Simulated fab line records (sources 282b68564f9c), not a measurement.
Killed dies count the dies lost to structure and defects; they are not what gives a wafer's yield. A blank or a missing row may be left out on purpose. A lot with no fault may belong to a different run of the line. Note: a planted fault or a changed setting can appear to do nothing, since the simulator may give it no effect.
A lot that was struck, set against a sound lot / flow rit cmos / 44 out of 202 route steps
Sound: wafers L786.1, L786.4, L786.5. Struck: wafers L784.1, L784.3, L784.5. The cause is given at the end.
Order at every step that has rows: each side's tool, ch and its chambers, its first start. Under that, the readings that differ: sound wafers / struck wafers / difference of the means / sigmas: that difference in standard deviations of wafers without a fault.
alike: same words and numbers on both sides, and readings whose means sit less than 2 such deviations apart. not compared: any withheld reading, any reading some wafer has no value for, any bound like >300 that may hide the same value, and any number with overlapping values for which the record gives no deviation.
Wherever a step has rows on one side only, a row that says differs or no value, or a row with sigmas, the two part there. Numbers that don't overlap but have no deviation are shown without sigmas and don't part them. Lack of a reading on every wafer of one side parts them only where that side has two or more wafers.

first, 3 steps without rows for these wafers: RIT_REOX_CLEAN_01 (cleans in dHF, time 30 s); RIT_REOX_CLEAN_02 (cleans in SC2, time 600 s); RIT_REOX_OXIDATION_03 (target thk 25.2 nm, ox time 5580 s).
RIT_REOX_THK_MEAS_04:
  struck on film metro-02, day 5 00:00; sound on film metro-03, day 5 08:50
  alike: REOX_OXIDE_THK
then, 6 steps without rows for these wafers: RIT_NLDD_HMDS_00 (prime time 60 s); RIT_NLDD_COAT_01 (resist thk 1000 nm); RIT_NLDD_SOFTBAKE_02 (time 60 s); RIT_NLDD_EXPOSE_03 (exposes mask M7, target cd 40700 nm); RIT_NLDD_PEB_04; RIT_NLDD_DEVELOP_05 (develop time 50 s).
RIT_NLDD_OVL_MEAS_06:
  struck on overlay-02, day 5 00:58; sound on overlay-02, day 5 09:44
  alike: NLDD_OVL
then, 1 step without rows for these wafers: RIT_NLDD_HARDBAKE_07 (time 60 s).
RIT_NLDD_IMPLANT_08:
  sound on implanter-03 ch 0, day 5 09:56; struck on implanter-02 ch 0, day 5 01:10
reading=dose ions cm2; sound=4.986e+14 4.995e+14 5.006e+14; struck=7.102e+14 7.106e+14 7.11e+14; difference=+2.110e+14; sigmas=+99 or more
reading=end station pressure torr (Torr); sound=6.27e-06 6.21e-06 6e-06; struck=7.21e-06 6.39e-06 6.7e-06; difference=+6.07e-07; sigmas=+2
reading=faraday current uA; sound=1604 1516 1532; struck=2248 2250 2282; difference=+709; sigmas=+21
RIT_NLDD_STRIP_09: strips in O2, time 180 s.
  sound on plasma asher-02 ch 0, day 5 10:05; struck on plasma asher-03 ch 0,1, day 5 01:19
reading=drypump motor current A (A); sound=6.4 6.4 6.4; struck=5.7 5.7 5.7; difference=-0.7; sigmas=-2
  alike: chamber pressure mTorr
  not compared: rf hours counter h
RIT_NLDD_TW_MEAS_10:
  struck on film metro-02, day 5 01:29; sound on film metro-03, day 5 10:15
reading=NLDD_TW; sound=2495 2506 2490; struck=2752 2759 2747; difference=+256; sigmas=+12
then, 6 steps without rows for these wafers: RIT_PLDD_HMDS_00 (prime time 60 s); RIT_PLDD_COAT_01 (resist thk 1000 nm); RIT_PLDD_SOFTBAKE_02 (time 60 s); RIT_PLDD_EXPOSE_03 (exposes mask M8, target cd 40900 nm); RIT_PLDD_PEB_04; RIT_PLDD_DEVELOP_05 (develop time 50 s).
RIT_PLDD_OVL_MEAS_06:
  struck on overlay-02, day 5 02:31; sound on overlay-01, day 5 11:17
  alike: PLDD_OVL
then, 2 steps without rows for these wafers: RIT_PLDD_HARDBAKE_07 (time 60 s); RIT_PLDD_IMPLANT_08.
RIT_PLDD_STRIP_09: strips in O2, time 180 s.
  sound on plasma asher-04 ch 0,1, day 5 11:40; struck on plasma asher-02 ch 0,1, day 5 02:51
  alike: chamber pressure mTorr, drypump motor current A
  not compared: rf hours counter h
RIT_PLDD_TW_MEAS_10:
  struck on film metro-01, day 5 03:02; sound on film metro-01, day 5 11:51
  alike: PLDD_TW
then, 4 steps without rows for these wafers: RIT_SPACER_CLEAN_00 (cleans in SC1, time 600 s); RIT_SPACER_CLEAN_01 (cleans in dHF, time 30 s); RIT_SPACER_CLEAN_02 (cleans in SC2, time 600 s); RIT_SPACER_CVD_03 (deposits Si3N4 from SiH2Cl2/NH3, target thk 250 nm, time 3300 s).
RIT_SPACER_THK_MEAS_04:
  struck on film metro-04, day 5 05:22; sound on film metro-01, day 5 14:27
  alike: SPACER_NITRIDE_THK
RIT_SPACER_ETCHBACK_05: etches Si3N4 in SF6/CHF3, stops on SiO2, target depth 250 nm, time 240 s.
  sound on rie diel-02 ch 2,3, day 5 14:31; struck on rie diel-04 ch 1,2,3, day 5 05:26
  alike: chamber pressure mTorr, drypump motor current A, oes product au, throttle valve pct
  not compared: rf hours counter h
then, 6 steps without rows for these wafers: RIT_NSD_HMDS_00 (prime time 60 s); RIT_NSD_COAT_01 (resist thk 1000 nm); RIT_NSD_SOFTBAKE_02 (time 60 s); RIT_NSD_EXPOSE_03 (exposes mask M9, target cd 40700 nm); RIT_NSD_PEB_04; RIT_NSD_DEVELOP_05 (develop time 50 s).
RIT_NSD_OVL_MEAS_06:
  struck on overlay-01, day 5 06:26; sound on overlay-02, day 5 15:44
  alike: NSD_OVL
then, 2 steps without rows for these wafers: RIT_NSD_HARDBAKE_07 (time 60 s); RIT_NSD_IMPLANT_08.
RIT_NSD_STRIP_09: strips in O2, time 180 s.
  sound on plasma asher-03 ch 0, day 5 16:05; struck on plasma asher-01 ch 0,1, day 5 06:46
  alike: chamber pressure mTorr, drypump motor current A
  not compared: rf hours counter h
RIT_SDANNEAL_RS_MEAS_07: a four-point-probe measurement.
  struck on film metro-02, day 5 09:21; sound on film metro-01, day 5 18:33
reading=NLDD_RS (ohm/sq); sound=152.3 151.2 150.7; struck=114.4 114.4 114.1; difference=-37.1; sigmas=-66
RIT_M1_PROBE_99:
  struck on prober-01, day 5 17:28; sound on prober-01, day 6 01:34
reading=model.etest.nmos_0p3.r on ohm um; sound=2121 2138 2082; struck=2009 2024 2017; difference=-97; sigmas=
reading=model.etest.nmos_0p15.r on ohm um; sound=1125 1142 1103; struck=979.4 998.3 958.7; difference=-144.5; sigmas=
reading=model.etest.nldd.rs ohm sq; sound=392.1 377.4 389.3; struck=285.9 284.4 282.8; difference=-101.9; sigmas=
reading=model.etest.nmos turned.drive ua um; sound=318.2 326.9 324.3; struck=392.6 389.5 393.3; difference=+68.7; sigmas=
reading=model.etest.nmos_0p15.drive ua um; sound=481.7 482.6 488.9; struck=518.4 504.7 518.6; difference=+29.5; sigmas=
reading=model.etest.nldd.line ohm um; sound=122.2 120 121.2; struck=89.43 89.13 89.15; difference=-31.90; sigmas=
  alike: killed at front end, killed dies, killed open, killed short
  not compared: model.etest.nmos narrow.drive ua um, model.etest.nmos_0p3.drive ua um

## WHERE THEY PART
First at RIT_NLDD_IMPLANT_08; last, within this record, at RIT_SDANNEAL_RS_MEAS_07. Later steps at which nothing parts them and some readings are alike: RIT_M1_PROBE_99.

WHY: the cause the simulator had injected
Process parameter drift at RIT_NLDD_IMPLANT_08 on implanter-02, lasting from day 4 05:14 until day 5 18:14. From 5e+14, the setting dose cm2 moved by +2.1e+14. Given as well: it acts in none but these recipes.
